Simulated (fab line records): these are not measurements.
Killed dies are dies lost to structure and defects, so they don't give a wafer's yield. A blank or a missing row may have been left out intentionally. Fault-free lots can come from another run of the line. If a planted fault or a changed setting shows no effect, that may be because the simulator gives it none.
Which of the tools did it? :: flow rit cmos :: 14 lots with 42 wafers sampled at 5 steps, on a route of 202 steps

== WHAT EACH GAUGE READ, for each wafer ==
RIT_ACTIVE_THK_MEAS_02.
lot: L261
measured: day 1 17:59
on: film metro-01
ACTIVE_OXIDE_THK (nm): 45.1 44.9 45.2

lot: L262
measured: day 1 22:04
on: film metro-02
ACTIVE_OXIDE_THK (nm): 44.7 44.7 44.5

lot: L263
measured: day 2 03:22
on: film metro-01
ACTIVE_OXIDE_THK (nm): 43.9 42.7 43.5

lot: L264
measured: day 2 08:31
on: film metro-02
ACTIVE_OXIDE_THK (nm): 44.5 44.2 44.3

lot: L270
measured: day 3 18:22
on: film metro-04
ACTIVE_OXIDE_THK (nm): 44.4 44.7 44.1

lot: L271
measured: day 3 22:39
on: film metro-02
ACTIVE_OXIDE_THK (nm): 44.7 44.5 44.4

lot: L272
measured: day 4 04:59
on: film metro-04
ACTIVE_OXIDE_THK (nm): 45.3 45.2 45.9

lot: L273
measured: day 4 09:44
on: film metro-04
ACTIVE_OXIDE_THK (nm): 46.1 45.9 45.7

lot: L275
measured: day 4 18:13
on: film metro-02
ACTIVE_OXIDE_THK (nm): 45.2 44.3 45.2

lot: L277
measured: day 5 03:22
on: film metro-01
ACTIVE_OXIDE_THK (nm): 43.3 43.7 44.3

lot: L278
measured: day 5 11:26
on: film metro-01
ACTIVE_OXIDE_THK (nm): 45.4 46.0 45.8

lot: L280
measured: day 5 17:00
on: film metro-01
ACTIVE_OXIDE_THK (nm): 46.7 45.9 45.8

lot: L281
measured: day 6 02:39
on: film metro-02
ACTIVE_OXIDE_THK (nm): 44.6 43.9 44.2

lot: L282
measured: day 6 02:40
on: film metro-01
ACTIVE_OXIDE_THK (nm): 45.3 45.4 44.6

RIT_NWELL_OVL_MEAS_06.
lot: L261
measured: day 2 03:22
on: overlay-02
NWELL_OVL (nm): -2.0 -0.9 -0.4

lot: L262
measured: day 2 08:30
on: overlay-02
NWELL_OVL (nm): -0.8 -2.3 -1.5

lot: L263
measured: day 2 12:38
on: overlay-01
NWELL_OVL (nm): 1.0 -0.2 0.1

lot: L264
measured: day 2 18:46
on: overlay-02
NWELL_OVL (nm): -1.2 -2.5 0.1

lot: L270
measured: day 4 13:07
on: overlay-02
NWELL_OVL (nm): -0.1 1.0 -0.4

lot: L271
measured: day 4 13:00
on: overlay-01
NWELL_OVL (nm): 0.5 -0.6 0.2

lot: L272
measured: day 4 21:20
on: overlay-02
NWELL_OVL (nm): -0.5 0.7 -0.6

lot: L273
measured: day 5 01:13
on: overlay-02
NWELL_OVL (nm): -2.3 -0.7 0.8

lot: L275
measured: day 5 09:16
on: overlay-02
NWELL_OVL (nm): 2.6 1.4 0.7

lot: L277
measured: day 5 15:40
on: overlay-02
NWELL_OVL (nm): -1.3 -1.2 0.2

lot: L278
measured: day 6 03:55
on: overlay-02
NWELL_OVL (nm): -1.5 -1.2 0.1

lot: L280
measured: day 6 06:48
on: overlay-01
NWELL_OVL (nm): -0.5 -1.0 -0.3

lot: L281
measured: day 6 16:41
on: overlay-01
NWELL_OVL (nm): 2.4 2.2 0.6

lot: L282
measured: day 6 17:01
on: overlay-02
NWELL_OVL (nm): 2.3 1.8 0.3

RIT_GATE_THK_MEAS_07.
lot: L261
measured: day 2 19:31
on: film metro-03
GATE_OXIDE_THK (nm): 3.05 3.08 2.99

lot: L262
measured: day 2 23:38
on: film metro-01
GATE_OXIDE_THK (nm): 2.96 2.93 3.03

lot: L263
measured: day 3 04:49
on: film metro-02
GATE_OXIDE_THK (nm): 3.05 2.93 2.94

lot: L264
measured: day 3 16:26
on: film metro-03
GATE_OXIDE_THK (nm): 3.11 3.02 3.01

lot: L270
measured: day 5 14:07
on: film metro-03
GATE_OXIDE_THK (nm): 3.04 3.01 3.09

lot: L271
measured: day 5 14:05
on: film metro-01
GATE_OXIDE_THK (nm): 2.98 2.97 2.95

lot: L272
measured: day 5 17:14
on: film metro-02
GATE_OXIDE_THK (nm): 3.06 3.05 3.02

lot: L273
measured: day 6 02:04
on: film metro-01
GATE_OXIDE_THK (nm): 3.16 3.07 3.13

lot: L275
measured: day 6 03:59
on: film metro-02
GATE_OXIDE_THK (nm): 3.09 3.07 3.08

lot: L277
measured: day 6 06:14
on: film metro-02
GATE_OXIDE_THK (nm): 3.05 3.03 2.99

lot: L278
measured: day 6 21:25
on: film metro-03
GATE_OXIDE_THK (nm): 2.94 2.95 2.89

lot: L280
measured: day 6 22:52
on: film metro-01
GATE_OXIDE_THK (nm): 2.98 2.99 2.97

lot: L281
measured: day 7 09:22
on: film metro-02
GATE_OXIDE_THK (nm): 3.04 3.04 3.03

lot: L282
measured: day 7 11:49
on: film metro-02
GATE_OXIDE_THK (nm): 2.93 2.86 2.94

RIT_GATE_OVL_MEAS_17.
lot: L261
measured: day 2 23:19
on: overlay-02
GATE_OVL (nm): 0.6 3.4 1.0

lot: L262
measured: day 3 04:22
on: overlay-01
GATE_OVL (nm): 0.2 -1.8 -1.3

lot: L263
measured: day 3 08:20
on: overlay-02
GATE_OVL (nm): 0.6 1.5 1.3

lot: L264
measured: day 3 19:15
on: overlay-02
GATE_OVL (nm): 1.1 0.2 1.0

lot: L270
measured: day 5 17:05
on: overlay-02
GATE_OVL (nm): -0.2 0.4 0.2

lot: L271
measured: day 5 17:13
on: overlay-01
GATE_OVL (nm): 1.3 3.1 2.2

lot: L272
measured: day 5 19:56
on: overlay-01
GATE_OVL (nm): 3.3 2.9 2.4

lot: L273
measured: day 6 05:16
on: overlay-02
GATE_OVL (nm): 1.9 0.3 3.0

lot: L275
measured: day 6 08:41
on: overlay-01
GATE_OVL (nm): 4.7 4.3 2.7

lot: L277
measured: day 6 12:30
on: overlay-02
GATE_OVL (nm): 0.7 -0.4 1.4

lot: L278
measured: day 7 00:15
on: overlay-02
GATE_OVL (nm): -149.1 -147.7 -148.3

lot: L280
measured: day 7 03:47
on: overlay-01
GATE_OVL (nm): -150.6 -148.1 -148.7

lot: L281
measured: day 7 12:12
on: overlay-02
GATE_OVL (nm): -1.2 0.2 1.2

lot: L282
measured: day 7 15:45
on: overlay-01
GATE_OVL (nm): 1.0 0.6 1.8

== EACH LOT AND THE TOOL THAT RAN IT (in order: tool; ch and the chambers of the sampled wafers; start) ==
lot: L261
RIT_GATE_EXPOSE_13: iline stepper-02 ch 0, day 2 22:49

lot: L262
RIT_GATE_EXPOSE_13: iline stepper-02 ch 0, day 3 03:51

lot: L263
RIT_GATE_EXPOSE_13: iline stepper-02 ch 0, day 3 07:50

lot: L264
RIT_GATE_EXPOSE_13: iline stepper-01 ch 0, day 3 18:46

lot: L270
RIT_GATE_EXPOSE_13: iline stepper-01 ch 0, day 5 16:35

lot: L271
RIT_GATE_EXPOSE_13: iline stepper-01 ch 0, day 5 16:40

lot: L272
RIT_GATE_EXPOSE_13: iline stepper-01 ch 0, day 5 19:25

lot: L273
RIT_GATE_EXPOSE_13: iline stepper-01 ch 0, day 6 04:46

lot: L275
RIT_GATE_EXPOSE_13: iline stepper-01 ch 0, day 6 08:11

lot: L277
RIT_GATE_EXPOSE_13: iline stepper-02 ch 0, day 6 11:50

lot: L278
RIT_GATE_EXPOSE_13: iline stepper-01 ch 0, day 6 23:45

lot: L280
RIT_GATE_EXPOSE_13: iline stepper-01 ch 0, day 7 03:17

lot: L281
RIT_GATE_EXPOSE_13: iline stepper-02 ch 0, day 7 11:41

lot: L282
RIT_GATE_EXPOSE_13: iline stepper-02 ch 0, day 7 15:00
- RIT_GATE_EXPOSE_13: exposes mask M6, target cd 150 nm.

== WHAT THE TOOLS THEMSELVES READ (means of the sampled wafers that have a number; where no wafer has one, the mark that the record gives instead) ==
The record holds no such reading with a usual standard deviation.

== THE ANSWER, worked out from the rows above alone ==
Rule: the usual values come from the lots themselves. The widest of any qualifying gaps counts: lots, ordered by their means at a reading, are off when they make up no more than a third of the lots, leave a main group of 4 or more, and stand apart from it by 3 or more times the standard deviation of that group's means. The tables above print the reading to a certain number of digits; a main group whose means all agree to those digits is not used. Also off: a lot with no number at a reading for which 4 or more lots have one. Any other lot the step has rows for is counted as sound. Order of review: gauges by route order, followed by the tools' own readings, for which a lot's mean as printed above is used. The first step at which some lot is off is used, and at that step the reading that is off furthest; a lot without a number counts as furthest.
Off: L278, L280, at RIT_GATE_OVL_MEAS_17 (GATE_OVL). Main group: mean 1.3 nm, sd 1.3.
A tool fits if, at a process step before that reading, it ran every lot that is off, and no sound lot after the first of them. The gauges at RIT_GATE_OVL_MEAS_17 are tried like those tools. One fits: RIT_GATE_EXPOSE_13 on iline stepper-01. A fault onset in the window from L275 (day 6 08:11, its last sound lot) to L278 (day 6 23:45, its first lot off) fits.

== WHAT HAD BEEN PUT IN BY THE SIMULATOR ==
Scanner matching overlay: iline stepper-01, from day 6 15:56 on, at RIT_GATE_EXPOSE_13. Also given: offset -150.
Struck lots among those shown: L278, L280. This agrees with what the rule above found.
